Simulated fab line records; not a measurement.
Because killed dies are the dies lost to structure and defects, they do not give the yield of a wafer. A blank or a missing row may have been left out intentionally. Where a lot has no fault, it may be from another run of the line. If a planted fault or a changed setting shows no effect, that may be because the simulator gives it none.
fab line records :: flow rit_cmos
record:
  lots: 15
  wafers: 45
  last_day: 8
route steps=202 shown SDANNEAL@153 M1@202
lots that met no fault: taken from a fault-free run of the same line
start_h: start of the lot's first displayed wafer, in hours after the record's first day :: wait_h: hours since the lot's step before :: " same as the row above :: L1.1+2: several wafers, shown together as one row :: - value missing, or start not given :: * or withheld: withheld :: < > ~ a bound
route shown NAME@n: a module of which the file shows steps, and the number in the route of the first :: usual: average and standard deviation across the fault-free wafers :: same: alike in all rows :: chamber/n: place in a boat :: sites: per-site readings :: _std_site: standard deviation of those values :: _edge_site: mean of outer sites minus mean of inner sites :: radius_mm: for every site, how far away it sits from the centre of the wafer :: mask NAME#n: copy n :: behind: the last tool/chamber to shape the wafer :: hold: what put the lot on hold/how long, in hours/how the hold closed :: device: the transistor (n, p or np) that didn't switch :: end of line: at the end of the route, the tests of the same wafers :: a step without rows: its recipe alone :: killed: the dies lost at the first sort to structure and to defects; this is not the yield of the wafer :: map: a wafer's dies, x killed, . not, _ none there
set.NAME: setting as actually run; set.NAME@STEP: the setting as run at that earlier step :: model.NAME: the simulator's own value behind a step, which no gauge read
steps of the route over a sample of lots; a table a step, a row a wafer
== steps ==
step: RIT_SDANNEAL_CLEAN_00
recipe:
  chemistry: SC1
  mix: 3:3:50
  time_s: 600
  temp_c: 75
usual:
  bath_guard_temp_C: 74.9/0.51
  bath_heat_duty_pct: 16.0/1.1
lot.wafer: L971.3
tool: wet_bench-02
chamber: 3
start_h: 53.93
wait_h: 0.0
bath_guard_temp_C: 74.6
bath_heat_duty_pct: 16.3

lot.wafer: L971.4
tool: wet_bench-02
chamber: 3
start_h: 53.93
wait_h: 0.0
bath_guard_temp_C: 74.7
bath_heat_duty_pct: 17.1

lot.wafer: L971.6
tool: wet_bench-02
chamber: 3
start_h: 53.93
wait_h: 0.0
bath_guard_temp_C: 74.9
bath_heat_duty_pct: 14.6

lot.wafer: L977.2
tool: wet_bench-02
chamber: 0
start_h: 86.93
wait_h: 0.1
bath_guard_temp_C: 75.6
bath_heat_duty_pct: 17.3

lot.wafer: L977.4
tool: wet_bench-02
chamber: 0
start_h: 86.93
wait_h: 0.1
bath_guard_temp_C: 75.7
bath_heat_duty_pct: 16.8

lot.wafer: L977.6
tool: wet_bench-02
chamber: 0
start_h: 86.93
wait_h: 0.1
bath_guard_temp_C: 75.7
bath_heat_duty_pct: 18.4

lot.wafer: L978.2
tool: wet_bench-01
chamber: 2
start_h: 90.26
wait_h: 0.0
bath_guard_temp_C: 74.7
bath_heat_duty_pct: 14.1

lot.wafer: L978.3
tool: wet_bench-01
chamber: 2
start_h: 90.26
wait_h: 0.0
bath_guard_temp_C: 75.1
bath_heat_duty_pct: 15.8

lot.wafer: L978.4
tool: wet_bench-01
chamber: 2
start_h: 90.26
wait_h: 0.0
bath_guard_temp_C: 74.7
bath_heat_duty_pct: 15.2

lot.wafer: L981.1
tool: wet_bench-02
chamber: 1
start_h: 106.43
wait_h: 0.1
bath_guard_temp_C: 75.1
bath_heat_duty_pct: 15.9

lot.wafer: L981.3
tool: wet_bench-02
chamber: 1
start_h: 106.43
wait_h: 0.1
bath_guard_temp_C: 75.4
bath_heat_duty_pct: 14.3

lot.wafer: L981.6
tool: wet_bench-02
chamber: 1
start_h: 106.43
wait_h: 0.1
bath_guard_temp_C: 75.4
bath_heat_duty_pct: 15.6

lot.wafer: L982.2
tool: wet_bench-02
chamber: 3
start_h: 110.73
wait_h: 0.0
bath_guard_temp_C: -
bath_heat_duty_pct: -

lot.wafer: L982.3
tool: wet_bench-02
chamber: 3
start_h: 110.73
wait_h: 0.0
bath_guard_temp_C: -
bath_heat_duty_pct: -

lot.wafer: L982.6
tool: wet_bench-02
chamber: 3
start_h: 110.73
wait_h: 0.0
bath_guard_temp_C: -
bath_heat_duty_pct: -

lot.wafer: L983.2
tool: wet_bench-03
chamber: 3
start_h: 113.68
wait_h: 0.0
bath_guard_temp_C: -
bath_heat_duty_pct: -

lot.wafer: L983.3
tool: wet_bench-03
chamber: 3
start_h: 113.68
wait_h: 0.0
bath_guard_temp_C: -
bath_heat_duty_pct: -

lot.wafer: L983.4
tool: wet_bench-03
chamber: 3
start_h: 113.68
wait_h: 0.0
bath_guard_temp_C: -
bath_heat_duty_pct: -

lot.wafer: L984.2
tool: wet_bench-03
chamber: 2
start_h: 120.06
wait_h: 0.0
bath_guard_temp_C: -
bath_heat_duty_pct: -

lot.wafer: L984.5
tool: wet_bench-03
chamber: 2
start_h: 120.06
wait_h: 0.0
bath_guard_temp_C: -
bath_heat_duty_pct: -

lot.wafer: L984.6
tool: wet_bench-03
chamber: 2
start_h: 120.06
wait_h: 0.0
bath_guard_temp_C: -
bath_heat_duty_pct: -

lot.wafer: L986.1
tool: wet_bench-02
chamber: 0
start_h: 128.70
wait_h: 0.1
bath_guard_temp_C: 75.7
bath_heat_duty_pct: 17.7

lot.wafer: L986.3
tool: wet_bench-02
chamber: 0
start_h: 128.70
wait_h: 0.1
bath_guard_temp_C: 75.8
bath_heat_duty_pct: 17.7

lot.wafer: L986.4
tool: wet_bench-02
chamber: 0
start_h: 128.70
wait_h: 0.1
bath_guard_temp_C: 75.8
bath_heat_duty_pct: 16.9

lot.wafer: L987.2
tool: wet_bench-01
chamber: 2
start_h: 134.41
wait_h: 0.0
bath_guard_temp_C: 74.9
bath_heat_duty_pct: 15.1

lot.wafer: L987.4
tool: wet_bench-01
chamber: 2
start_h: 134.41
wait_h: 0.0
bath_guard_temp_C: 74.6
bath_heat_duty_pct: 14.5

lot.wafer: L987.6
tool: wet_bench-01
chamber: 2
start_h: 134.41
wait_h: 0.0
bath_guard_temp_C: 74.5
bath_heat_duty_pct: 14.4

lot.wafer: L988.3
tool: wet_bench-02
chamber: 1
start_h: 140.69
wait_h: 0.0
bath_guard_temp_C: 75.7
bath_heat_duty_pct: 15.5

lot.wafer: L988.4
tool: wet_bench-02
chamber: 1
start_h: 140.69
wait_h: 0.0
bath_guard_temp_C: 75.5
bath_heat_duty_pct: 14.6

lot.wafer: L988.5
tool: wet_bench-02
chamber: 1
start_h: 140.69
wait_h: 0.0
bath_guard_temp_C: 75.0
bath_heat_duty_pct: 16.5

lot.wafer: L989.1
tool: wet_bench-03
chamber: 0
start_h: 145.53
wait_h: 0.1
bath_guard_temp_C: 75.3
bath_heat_duty_pct: 16.7

lot.wafer: L989.4
tool: wet_bench-03
chamber: 0
start_h: 145.53
wait_h: 0.1
bath_guard_temp_C: 75.7
bath_heat_duty_pct: 15.8

lot.wafer: L989.5
tool: wet_bench-03
chamber: 0
start_h: 145.53
wait_h: 0.1
bath_guard_temp_C: 75.5
bath_heat_duty_pct: 17.0

lot.wafer: L990.1
tool: wet_bench-03
chamber: 1
start_h: 151.35
wait_h: 0.1
bath_guard_temp_C: 75.3
bath_heat_duty_pct: 17.9

lot.wafer: L990.2
tool: wet_bench-03
chamber: 1
start_h: 151.35
wait_h: 0.1
bath_guard_temp_C: 75.1
bath_heat_duty_pct: 16.8

lot.wafer: L990.3
tool: wet_bench-03
chamber: 1
start_h: 151.35
wait_h: 0.1
bath_guard_temp_C: 75.1
bath_heat_duty_pct: 17.7

lot.wafer: L992.1
tool: wet_bench-02
chamber: 0
start_h: 166.30
wait_h: 0.1
bath_guard_temp_C: 75.6
bath_heat_duty_pct: 16.8

lot.wafer: L992.3
tool: wet_bench-02
chamber: 0
start_h: 166.30
wait_h: 0.1
bath_guard_temp_C: 75.5
bath_heat_duty_pct: 16.3

lot.wafer: L992.5
tool: wet_bench-02
chamber: 0
start_h: 166.30
wait_h: 0.1
bath_guard_temp_C: 75.7
bath_heat_duty_pct: 18.3

lot.wafer: L993.1
tool: wet_bench-01
chamber: 2
start_h: 170.25
wait_h: 0.1
bath_guard_temp_C: 74.6
bath_heat_duty_pct: 14.1

lot.wafer: L993.2
tool: wet_bench-01
chamber: 2
start_h: 170.25
wait_h: 0.1
bath_guard_temp_C: 74.9
bath_heat_duty_pct: 15.0

lot.wafer: L993.4
tool: wet_bench-01
chamber: 2
start_h: 170.25
wait_h: 0.1
bath_guard_temp_C: 74.6
bath_heat_duty_pct: 14.6

lot.wafer: L994.1
tool: wet_bench-01
chamber: 0
start_h: 173.84
wait_h: 0.1
bath_guard_temp_C: 74.5
bath_heat_duty_pct: 17.1

lot.wafer: L994.2
tool: wet_bench-01
chamber: 0
start_h: 173.84
wait_h: 0.1
bath_guard_temp_C: 74.3
bath_heat_duty_pct: 16.7

lot.wafer: L994.6
tool: wet_bench-01
chamber: 0
start_h: 173.84
wait_h: 0.1
bath_guard_temp_C: 74.7
bath_heat_duty_pct: 14.9
step: RIT_M1_PROBE_99
usual:
  killed_at_M0_to_M3: 0.0/0.12
  killed_at_contacts: 0.1/0.32
  killed_at_front_end: 6/3.1
  killed_dies: 7/3.2
  killed_on_rim: 1.7/1.4
  killed_open: 3.1/1.9
  killed_short: 3.5/2.2
same:
  gross_dies: 264
  killed_at_M4_up: 0
  killed_at_back_side: 0
  killed_at_other: 0
lot.wafer: L971.3
tool: prober-01
chamber: -
start_h: 61.72
wait_h: 0.2
killed_at_M0_to_M3: 0
killed_at_contacts: 0
killed_at_front_end: 8
killed_dies: 8
killed_on_rim: 3
killed_open: 4
killed_short: 4

lot.wafer: L971.4
tool: prober-01
chamber: -
start_h: 61.77
wait_h: 0.2
killed_at_M0_to_M3: 0
killed_at_contacts: 0
killed_at_front_end: 7
killed_dies: 7
killed_on_rim: 2
killed_open: 3
killed_short: 4

lot.wafer: L971.6
tool: prober-01
chamber: -
start_h: 61.87
wait_h: 0.2
killed_at_M0_to_M3: 0
killed_at_contacts: 0
killed_at_front_end: 8
killed_dies: 8
killed_on_rim: 1
killed_open: 3
killed_short: 5

lot.wafer: L977.2
tool: prober-02
chamber: -
start_h: 96.11
wait_h: 0.1
killed_at_M0_to_M3: 0
killed_at_contacts: 0
killed_at_front_end: 4
killed_dies: 4
killed_on_rim: 2
killed_open: 3
killed_short: 1

lot.wafer: L977.4
tool: prober-02
chamber: -
start_h: 96.21
wait_h: 0.2
killed_at_M0_to_M3: 0
killed_at_contacts: 0
killed_at_front_end: 8
killed_dies: 8
killed_on_rim: 2
killed_open: 5
killed_short: 3

lot.wafer: L977.6
tool: prober-02
chamber: -
start_h: 96.31
wait_h: 0.2
killed_at_M0_to_M3: 0
killed_at_contacts: 0
killed_at_front_end: 2
killed_dies: 2
killed_on_rim: 0
killed_open: 1
killed_short: 1

lot.wafer: L978.2
tool: prober-01
chamber: -
start_h: 98.25
wait_h: 0.1
killed_at_M0_to_M3: 0
killed_at_contacts: 0
killed_at_front_end: 6
killed_dies: 6
killed_on_rim: 0
killed_open: 4
killed_short: 2

lot.wafer: L978.3
tool: prober-01
chamber: -
start_h: 98.30
wait_h: 0.2
killed_at_M0_to_M3: 0
killed_at_contacts: 0
killed_at_front_end: 7
killed_dies: 7
killed_on_rim: 1
killed_open: 3
killed_short: 4

lot.wafer: L978.4
tool: prober-01
chamber: -
start_h: 98.35
wait_h: 0.2
killed_at_M0_to_M3: 0
killed_at_contacts: 0
killed_at_front_end: 5
killed_dies: 5
killed_on_rim: 2
killed_open: 3
killed_short: 2

lot.wafer: L981.1
tool: prober-01
chamber: -
start_h: 115.24
wait_h: 0.1
killed_at_M0_to_M3: 0
killed_at_contacts: 0
killed_at_front_end: 8
killed_dies: 8
killed_on_rim: 0
killed_open: 5
killed_short: 3

lot.wafer: L981.3
tool: prober-01
chamber: -
start_h: 115.34
wait_h: 0.2
killed_at_M0_to_M3: 0
killed_at_contacts: 0
killed_at_front_end: 8
killed_dies: 8
killed_on_rim: 1
killed_open: 4
killed_short: 4

lot.wafer: L981.6
tool: prober-01
chamber: -
start_h: 115.49
wait_h: 0.2
killed_at_M0_to_M3: 0
killed_at_contacts: 0
killed_at_front_end: 3
killed_dies: 3
killed_on_rim: 1
killed_open: 2
killed_short: 1

lot.wafer: L982.2
tool: prober-01
chamber: -
start_h: 118.86
wait_h: 0.1
killed_at_M0_to_M3: 0
killed_at_contacts: 0
killed_at_front_end: 4
killed_dies: 4
killed_on_rim: 4
killed_open: 1
killed_short: 3

lot.wafer: L982.3
tool: prober-01
chamber: -
start_h: 118.91
wait_h: 0.2
killed_at_M0_to_M3: 0
killed_at_contacts: 0
killed_at_front_end: 6
killed_dies: 6
killed_on_rim: 0
killed_open: 4
killed_short: 2

lot.wafer: L982.6
tool: prober-01
chamber: -
start_h: 119.06
wait_h: 0.2
killed_at_M0_to_M3: 0
killed_at_contacts: 0
killed_at_front_end: 13
killed_dies: 13
killed_on_rim: 4
killed_open: 5
killed_short: 8

lot.wafer: L983.2
tool: prober-02
chamber: -
start_h: 122.07
wait_h: 0.1
killed_at_M0_to_M3: 0
killed_at_contacts: 0
killed_at_front_end: 6
killed_dies: 6
killed_on_rim: 1
killed_open: 4
killed_short: 2

lot.wafer: L983.3
tool: prober-02
chamber: -
start_h: 122.12
wait_h: 0.2
killed_at_M0_to_M3: 0
killed_at_contacts: 0
killed_at_front_end: 11
killed_dies: 11
killed_on_rim: 3
killed_open: 7
killed_short: 4

lot.wafer: L983.4
tool: prober-02
chamber: -
start_h: 122.17
wait_h: 0.2
killed_at_M0_to_M3: 0
killed_at_contacts: 0
killed_at_front_end: 10
killed_dies: 10
killed_on_rim: 1
killed_open: 2
killed_short: 8

lot.wafer: L984.2
tool: prober-01
chamber: -
start_h: 128.05
wait_h: 0.1
killed_at_M0_to_M3: 0
killed_at_contacts: 0
killed_at_front_end: 8
killed_dies: 8
killed_on_rim: 3
killed_open: 6
killed_short: 2

lot.wafer: L984.5
tool: prober-01
chamber: -
start_h: 128.20
wait_h: 0.2
killed_at_M0_to_M3: 0
killed_at_contacts: 0
killed_at_front_end: 7
killed_dies: 7
killed_on_rim: 3
killed_open: 1
killed_short: 6

lot.wafer: L984.6
tool: prober-01
chamber: -
start_h: 128.25
wait_h: 0.2
killed_at_M0_to_M3: 0
killed_at_contacts: 0
killed_at_front_end: 3
killed_dies: 3
killed_on_rim: 0
killed_open: 3
killed_short: 0

lot.wafer: L986.1
tool: prober-01
chamber: -
start_h: 136.64
wait_h: 0.1
killed_at_M0_to_M3: 0
killed_at_contacts: 0
killed_at_front_end: 8
killed_dies: 8
killed_on_rim: 1
killed_open: 5
killed_short: 3

lot.wafer: L986.3
tool: prober-01
chamber: -
start_h: 136.74
wait_h: 0.2
killed_at_M0_to_M3: 0
killed_at_contacts: 0
killed_at_front_end: 4
killed_dies: 4
killed_on_rim: 3
killed_open: 3
killed_short: 1

lot.wafer: L986.4
tool: prober-01
chamber: -
start_h: 136.79
wait_h: 0.2
killed_at_M0_to_M3: 0
killed_at_contacts: 0
killed_at_front_end: 6
killed_dies: 6
killed_on_rim: 2
killed_open: 5
killed_short: 1

lot.wafer: L987.2
tool: prober-02
chamber: -
start_h: 142.30
wait_h: 0.1
killed_at_M0_to_M3: 0
killed_at_contacts: 0
killed_at_front_end: 9
killed_dies: 9
killed_on_rim: 3
killed_open: 4
killed_short: 5

lot.wafer: L987.4
tool: prober-02
chamber: -
start_h: 142.40
wait_h: 0.2
killed_at_M0_to_M3: 0
killed_at_contacts: 0
killed_at_front_end: 4
killed_dies: 4
killed_on_rim: 1
killed_open: 3
killed_short: 1

lot.wafer: L987.6
tool: prober-02
chamber: -
start_h: 142.50
wait_h: 0.2
killed_at_M0_to_M3: 0
killed_at_contacts: 1
killed_at_front_end: 4
killed_dies: 5
killed_on_rim: 1
killed_open: 1
killed_short: 4

lot.wafer: L988.3
tool: prober-01
chamber: -
start_h: 148.64
wait_h: 0.2
killed_at_M0_to_M3: 0
killed_at_contacts: 0
killed_at_front_end: 11
killed_dies: 11
killed_on_rim: 1
killed_open: 5
killed_short: 6

lot.wafer: L988.4
tool: prober-01
chamber: -
start_h: 148.69
wait_h: 0.2
killed_at_M0_to_M3: 0
killed_at_contacts: 0
killed_at_front_end: 5
killed_dies: 5
killed_on_rim: 1
killed_open: 1
killed_short: 4

lot.wafer: L988.5
tool: prober-01
chamber: -
start_h: 148.74
wait_h: 0.2
killed_at_M0_to_M3: 0
killed_at_contacts: 0
killed_at_front_end: 9
killed_dies: 9
killed_on_rim: 1
killed_open: 2
killed_short: 7

lot.wafer: L989.1
tool: prober-02
chamber: -
start_h: 153.35
wait_h: 0.1
killed_at_M0_to_M3: 0
killed_at_contacts: 0
killed_at_front_end: 3
killed_dies: 3
killed_on_rim: 2
killed_open: 2
killed_short: 1

lot.wafer: L989.4
tool: prober-02
chamber: -
start_h: 153.50
wait_h: 0.2
killed_at_M0_to_M3: 0
killed_at_contacts: 0
killed_at_front_end: 3
killed_dies: 3
killed_on_rim: 1
killed_open: 1
killed_short: 2

lot.wafer: L989.5
tool: prober-02
chamber: -
start_h: 153.55
wait_h: 0.2
killed_at_M0_to_M3: 0
killed_at_contacts: 0
killed_at_front_end: 6
killed_dies: 6
killed_on_rim: 1
killed_open: 4
killed_short: 2

lot.wafer: L990.1
tool: prober-01
chamber: -
start_h: 161.76
wait_h: 0.1
killed_at_M0_to_M3: 0
killed_at_contacts: 0
killed_at_front_end: 3
killed_dies: 3
killed_on_rim: 2
killed_open: 2
killed_short: 1

lot.wafer: L990.2
tool: prober-01
chamber: -
start_h: 161.81
wait_h: 0.1
killed_at_M0_to_M3: 0
killed_at_contacts: 0
killed_at_front_end: 3
killed_dies: 3
killed_on_rim: 1
killed_open: 3
killed_short: 0

lot.wafer: L990.3
tool: prober-01
chamber: -
start_h: 161.86
wait_h: 0.2
killed_at_M0_to_M3: 0
killed_at_contacts: 0
killed_at_front_end: 8
killed_dies: 8
killed_on_rim: 3
killed_open: 4
killed_short: 4

lot.wafer: L992.1
tool: prober-02
chamber: -
start_h: 174.28
wait_h: 0.1
killed_at_M0_to_M3: 0
killed_at_contacts: 0
killed_at_front_end: 8
killed_dies: 8
killed_on_rim: 2
killed_open: 3
killed_short: 5

lot.wafer: L992.3
tool: prober-02
chamber: -
start_h: 174.38
wait_h: 0.2
killed_at_M0_to_M3: 0
killed_at_contacts: 0
killed_at_front_end: 9
killed_dies: 9
killed_on_rim: 2
killed_open: 4
killed_short: 5

lot.wafer: L992.5
tool: prober-02
chamber: -
start_h: 174.48
wait_h: 0.2
killed_at_M0_to_M3: 0
killed_at_contacts: 0
killed_at_front_end: 6
killed_dies: 6
killed_on_rim: 2
killed_open: 2
killed_short: 4

lot.wafer: L993.1
tool: prober-01
chamber: -
start_h: 178.33
wait_h: 0.1
killed_at_M0_to_M3: 0
killed_at_contacts: 0
killed_at_front_end: 7
killed_dies: 7
killed_on_rim: 4
killed_open: 2
killed_short: 5

lot.wafer: L993.2
tool: prober-01
chamber: -
start_h: 178.38
wait_h: 0.1
killed_at_M0_to_M3: 0
killed_at_contacts: 0
killed_at_front_end: 10
killed_dies: 10
killed_on_rim: 3
killed_open: 5
killed_short: 5

lot.wafer: L993.4
tool: prober-01
chamber: -
start_h: 178.48
wait_h: 0.2
killed_at_M0_to_M3: 0
killed_at_contacts: 0
killed_at_front_end: 3
killed_dies: 3
killed_on_rim: 0
killed_open: 1
killed_short: 2

lot.wafer: L994.1
tool: prober-02
chamber: -
start_h: 182.21
wait_h: 0.1
killed_at_M0_to_M3: 0
killed_at_contacts: 0
killed_at_front_end: 6
killed_dies: 6
killed_on_rim: 4
killed_open: 5
killed_short: 1

lot.wafer: L994.2
tool: prober-02
chamber: -
start_h: 182.26
wait_h: 0.1
killed_at_M0_to_M3: 1
killed_at_contacts: 1
killed_at_front_end: 8
killed_dies: 10
killed_on_rim: 3
killed_open: 3
killed_short: 6

lot.wafer: L994.6
tool: prober-02
chamber: -
start_h: 182.46
wait_h: 0.2
killed_at_M0_to_M3: 0
killed_at_contacts: 0
killed_at_front_end: 6
killed_dies: 6
killed_on_rim: 3
killed_open: 1
killed_short: 4
killed by level:class
L971.3 GATE:geometric_particle:open=3 GATE:geometric_particle:short=2 SILICIDE:geometric_particle:short=2 FOX1:geometric_particle:open=1
L971.4 GATE:geometric_particle:short=4 GATE:geometric_particle:open=3
L971.6 GATE:geometric_particle:short=4 REOX:geometric_particle:open=2 GATE:geometric_particle:open=1 REOX:geometric_particle:short=1
L977.2 FOX1:geometric_particle:open=2 GATE:geometric_particle:open=1 SPACER:geometric_particle:short=1
L977.4 FOX1:geometric_particle:open=2 GATE:geometric_particle:open=2 FOX1:geometric_particle:short=1 GATE:geometric_particle:short=1 REOX:geometric_particle:open=1 SILICIDE:geometric_particle:short=1
L977.6 GATE:geometric_particle:short=1 SPACER:geometric_particle:open=1
L978.2 SILICIDE:geometric_particle:open=2 FOX1:geometric_particle:short=1 FOX1:geometric_particle:open=1 GATE:geometric_particle:open=1 GATE:geometric_particle:short=1
L978.3 FOX1:geometric_particle:short=3 GATE:geometric_particle:open=2 GATE:geometric_particle:short=1 SILICIDE:geometric_particle:open=1
L978.4 FOX1:geometric_particle:open=1 GATE:geometric_particle:short=1 GATE:geometric_particle:open=1 REOX:geometric_particle:short=1 SPACER:geometric_particle:open=1
L981.1 GATE:geometric_particle:short=3 FOX2:geometric_particle:open=2 GATE:geometric_particle:open=2 FOX1:geometric_particle:open=1
L981.3 FOX1:geometric_particle:open=2 GATE:geometric_particle:short=2 FOX1:geometric_particle:short=1 FOX2:geometric_particle:short=1 REOX:geometric_particle:open=1 SPACER:geometric_particle:open=1
L981.6 GATE:geometric_particle:open=1 REOX:geometric_particle:open=1 SPACER:geometric_particle:short=1
L982.2 FOX1:geometric_particle:short=1 GATE:geometric_particle:short=1 SILICIDE:geometric_particle:short=1 SILICIDE:geometric_particle:open=1
L982.3 SILICIDE:geometric_particle:open=2 FOX2:geometric_particle:short=1 GATE:geometric_particle:short=1 GATE:geometric_particle:open=1 SPACER:geometric_particle:open=1
L982.6 GATE:geometric_particle:open=3 FOX2:geometric_particle:short=2 GATE:geometric_particle:short=2 REOX:geometric_particle:short=2 REOX:geometric_particle:open=2 FOX1:geometric_particle:short=1 SILICIDE:geometric_particle:short=1
L983.2 GATE:geometric_particle:open=2 REOX:geometric_particle:open=2 FOX1:geometric_particle:short=1 GATE:geometric_particle:short=1
L983.3 GATE:geometric_particle:open=4 GATE:geometric_particle:short=3 FOX1:geometric_particle:short=1 FOX1:geometric_particle:open=1 REOX:geometric_particle:open=1 SILICIDE:geometric_particle:open=1
L983.4 GATE:geometric_particle:short=3 REOX:geometric_particle:short=3 FOX2:geometric_particle:short=2 GATE:geometric_particle:open=1 REOX:geometric_particle:open=1
L984.2 GATE:geometric_particle:open=3 REOX:geometric_particle:short=2 FOX1:geometric_particle:open=1 FOX2:geometric_particle:open=1 REOX:geometric_particle:open=1
L984.5 FOX1:geometric_particle:short=2 SPACER:geometric_particle:short=2 GATE:geometric_particle:short=1 GATE:geometric_particle:open=1 REOX:geometric_particle:short=1
L984.6 GATE:geometric_particle:open=1 REOX:geometric_particle:open=1 SILICIDE:geometric_particle:open=1
L986.1 GATE:geometric_particle:open=3 FOX1:geometric_particle:open=1 GATE:geometric_particle:short=1 SPACER:geometric_particle:short=1 SILICIDE:geometric_particle:open=1 SILICIDE:geometric_particle:short=1
L986.3 GATE:geometric_particle:open=2 REOX:geometric_particle:short=1 REOX:geometric_particle:open=1
L986.4 GATE:geometric_particle:open=4 FOX2:geometric_particle:open=1 GATE:geometric_particle:short=1
L987.2 GATE:geometric_particle:short=4 SILICIDE:geometric_particle:open=2 FOX1:geometric_particle:open=1 SPACER:geometric_particle:open=1 SILICIDE:geometric_particle:short=1
L987.4 FOX1:geometric_particle:short=1 FOX2:geometric_particle:open=1 GATE:geometric_particle:open=1 SILICIDE:geometric_particle:open=1
L987.6 FOX2:geometric_particle:short=2 GATE:geometric_particle:open=1 CONTACT:geometric_particle:short=1 STARTING-WAFER:geometric_particle:short=1
L988.3 GATE:geometric_particle:open=3 GATE:geometric_particle:short=3 FOX1:geometric_particle:short=1 FOX2:geometric_particle:open=1 FOX2:geometric_particle:short=1 SPACER:geometric_particle:open=1 SILICIDE:geometric_particle:short=1
L988.4 GATE:geometric_particle:short=2 FOX1:geometric_particle:short=1 FOX2:geometric_particle:open=1 SILICIDE:geometric_particle:short=1
L988.5 GATE:geometric_particle:short=4 SILICIDE:geometric_particle:short=2 FOX2:geometric_particle:short=1 GATE:geometric_particle:open=1 SILICIDE:geometric_particle:open=1
L989.1 FOX1:geometric_particle:short=1 FOX1:geometric_particle:open=1 REOX:geometric_particle:open=1
L989.4 GATE:geometric_particle:short=2 GATE:geometric_particle:open=1
L989.5 SPACER:geometric_particle:open=2 FOX1:geometric_particle:short=1 FOX1:geometric_particle:open=1 GATE:geometric_particle:short=1 GATE:geometric_particle:open=1
L990.1 ACTIVE:geometric_particle:short=1 FOX2:geometric_particle:open=1 GATE:geometric_particle:open=1
L990.2 GATE:geometric_particle:open=1 REOX:geometric_particle:open=1 SPACER:geometric_particle:open=1
L990.3 GATE:geometric_particle:open=2 FOX1:geometric_particle:short=1 FOX1:geometric_particle:open=1 FOX2:geometric_particle:short=1 GATE:geometric_particle:short=1 SPACER:geometric_particle:open=1 SILICIDE:geometric_particle:short=1
L992.1 GATE:geometric_particle:short=5 GATE:geometric_particle:open=3
L992.3 GATE:geometric_particle:open=4 GATE:geometric_particle:short=3 REOX:geometric_particle:short=2
L992.5 GATE:geometric_particle:short=3 FOX2:geometric_particle:short=1 GATE:geometric_particle:open=1 SPACER:geometric_particle:open=1
L993.1 SILICIDE:geometric_particle:short=3 REOX:geometric_particle:short=2 GATE:geometric_particle:open=1 SILICIDE:geometric_particle:open=1
L993.2 GATE:geometric_particle:short=5 GATE:geometric_particle:open=3 REOX:geometric_particle:open=1 SPACER:geometric_particle:open=1
L993.4 GATE:geometric_particle:short=2 SPACER:geometric_particle:open=1
L994.1 GATE:geometric_particle:open=4 SILICIDE:geometric_particle:short=1 SILICIDE:geometric_particle:open=1
L994.2 SPACER:geometric_particle:short=3 FOX1:geometric_particle:short=1 FOX2:geometric_particle:short=1 SPACER:geometric_particle:open=1 SILICIDE:geometric_particle:short=1 SILICIDE:geometric_particle:open=1 CONTACT:geometric_particle:open=1 M1:coat_microbubble_printed=1
L994.6 GATE:geometric_particle:short=2 REOX:geometric_particle:short=1 SPACER:geometric_particle:short=1 SILICIDE:geometric_particle:open=1 NLDD:coat_microbubble_printed=1
== key ==
first_sign:
  step: RIT_SDANNEAL_CLEAN_00
  reading: tool_record
  direction: missing
effect none on later readings
met_at RIT_SDANNEAL_CLEAN_00
struck_lots L982,L983,L984
tester_left_out L982,L983,L984
onset_between 106.43 110.73
fault:
  kind: skipped_step_whole
  tool: wet_bench-02,wet_bench-03
  chamber: -
  onset_h: 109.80
  steps: RIT_SDANNEAL_CLEAN_00
  scope: struck_lots_only
tester_left_out: of these lots the tester's yield and bins aren't shown, on N5 and GAA mostly nor the transistor test; their killed dies are dies lost to structure and defects alone, not to doping, threshold or leakage, so they don't give the yield
